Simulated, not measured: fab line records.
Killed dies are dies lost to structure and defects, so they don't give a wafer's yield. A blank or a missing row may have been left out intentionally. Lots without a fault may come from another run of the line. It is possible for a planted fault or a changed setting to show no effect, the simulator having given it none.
Matching of chambers / flow berkeley-cmos170 / UCB170_ACTIVE_ETCH_15 on rie-diel-01: 4 sister chambers
The step etches Si3N4 in CH3F/Ar/O2, stops on SiO2, target depth 242 nm, time 151 s. 14 wafers are shown with their chamber, then 7 later ones without.

== EACH WAFER AND ITS CHAMBER ==
wafer=L320.1; chamber=1; drypump-motor-current-A (A)=5.4; throttle-valve-pct (%)=8.04; oes-product-au (a.u.)=0.972
wafer=L320.2; chamber=2; drypump-motor-current-A (A)=6.5; throttle-valve-pct (%)=7.98; oes-product-au (a.u.)=0.951
wafer=L320.3; chamber=3; drypump-motor-current-A (A)=6.0; throttle-valve-pct (%)=8.02; oes-product-au (a.u.)=0.949
wafer=L321.2; chamber=0; drypump-motor-current-A (A)=5.2; throttle-valve-pct (%)=8.05; oes-product-au (a.u.)=0.937
wafer=L321.4; chamber=3; drypump-motor-current-A (A)=6.1; throttle-valve-pct (%)=8.01; oes-product-au (a.u.)=0.944
wafer=L321.6; chamber=3; drypump-motor-current-A (A)=6.1; throttle-valve-pct (%)=8.01; oes-product-au (a.u.)=0.951
wafer=L324.3; chamber=1; drypump-motor-current-A (A)=5.3; throttle-valve-pct (%)=8.03; oes-product-au (a.u.)=0.955
wafer=L324.4; chamber=0; drypump-motor-current-A (A)=5.2; throttle-valve-pct (%)=8.04; oes-product-au (a.u.)=0.937
wafer=L324.5; chamber=0; drypump-motor-current-A (A)=5.2; throttle-valve-pct (%)=8.05; oes-product-au (a.u.)=0.934
wafer=L325.1; chamber=3; drypump-motor-current-A (A)=6.0; throttle-valve-pct (%)=8.00; oes-product-au (a.u.)=0.948
wafer=L325.2; chamber=1; drypump-motor-current-A (A)=5.4; throttle-valve-pct (%)=8.05; oes-product-au (a.u.)=0.949
wafer=L325.6; chamber=2; drypump-motor-current-A (A)=6.5; throttle-valve-pct (%)=7.95; oes-product-au (a.u.)=0.942
wafer=L328.1; chamber=0; drypump-motor-current-A (A)=5.2; throttle-valve-pct (%)=8.07; oes-product-au (a.u.)=0.930
wafer=L328.5; chamber=3; drypump-motor-current-A (A)=6.0; throttle-valve-pct (%)=8.01; oes-product-au (a.u.)=0.949

SIGNATURES (means of the wafers above)
reading=drypump-motor-current-A; chamber 0=5.200; chamber 1=5.367; chamber 2=6.500; chamber 3=6.040; scatter within a chamber=0.0432
reading=throttle-valve-pct; chamber 0=8.0525; chamber 1=8.0400; chamber 2=7.9650; chamber 3=8.0100; scatter within a chamber=0.0115
reading=oes-product-au; chamber 0=0.93450; chamber 1=0.95867; chamber 2=0.94650; chamber 3=0.94820; scatter within a chamber=0.0062
Rule: a wafer's distance from a chamber is the root of the sum, over the readings, of the square of ((its reading less the chamber's mean) divided by the reading's scatter). If the next closest chamber is less than 2 further off than the closest, the wafer can't be placed; otherwise it belongs to the closest. How the scatter is found: for the shown wafers, subtract from each reading the mean of its chamber, square and add these, divide the total by (wafers less chambers), then take the root.

== WAFERS WITH NO CHAMBER GIVEN ==
wafer=L328.6; drypump-motor-current-A (A)=5.2; throttle-valve-pct (%)=8.05; oes-product-au (a.u.)=0.946
wafer=L332.4; drypump-motor-current-A (A)=6.0; throttle-valve-pct (%)=8.04; oes-product-au (a.u.)=0.954
wafer=L332.5; drypump-motor-current-A (A)=6.1; throttle-valve-pct (%)=8.02; oes-product-au (a.u.)=0.960
wafer=L332.6; drypump-motor-current-A (A)=5.2; throttle-valve-pct (%)=8.08; oes-product-au (a.u.)=0.946
wafer=L335.2; drypump-motor-current-A (A)=5.4; throttle-valve-pct (%)=8.03; oes-product-au (a.u.)=0.953
wafer=L335.5; drypump-motor-current-A (A)=6.5; throttle-valve-pct (%)=7.96; oes-product-au (a.u.)=0.941
wafer=L335.6; drypump-motor-current-A (A)=6.0; throttle-valve-pct (%)=8.02; oes-product-au (a.u.)=0.954

== CHAMBER TAKEN BY EACH ==
wafer=L328.6; from the rows above=0; in truth=0
wafer=L332.4; from the rows above=3; in truth=3
wafer=L332.5; from the rows above=3; in truth=3
wafer=L332.6; from the rows above=0; in truth=0
wafer=L335.2; from the rows above=1; in truth=1
wafer=L335.5; from the rows above=2; in truth=2
wafer=L335.6; from the rows above=3; in truth=3
Placed correctly: 7 of 7. From these rows, 0 cannot be placed. 0 placed wrongly.
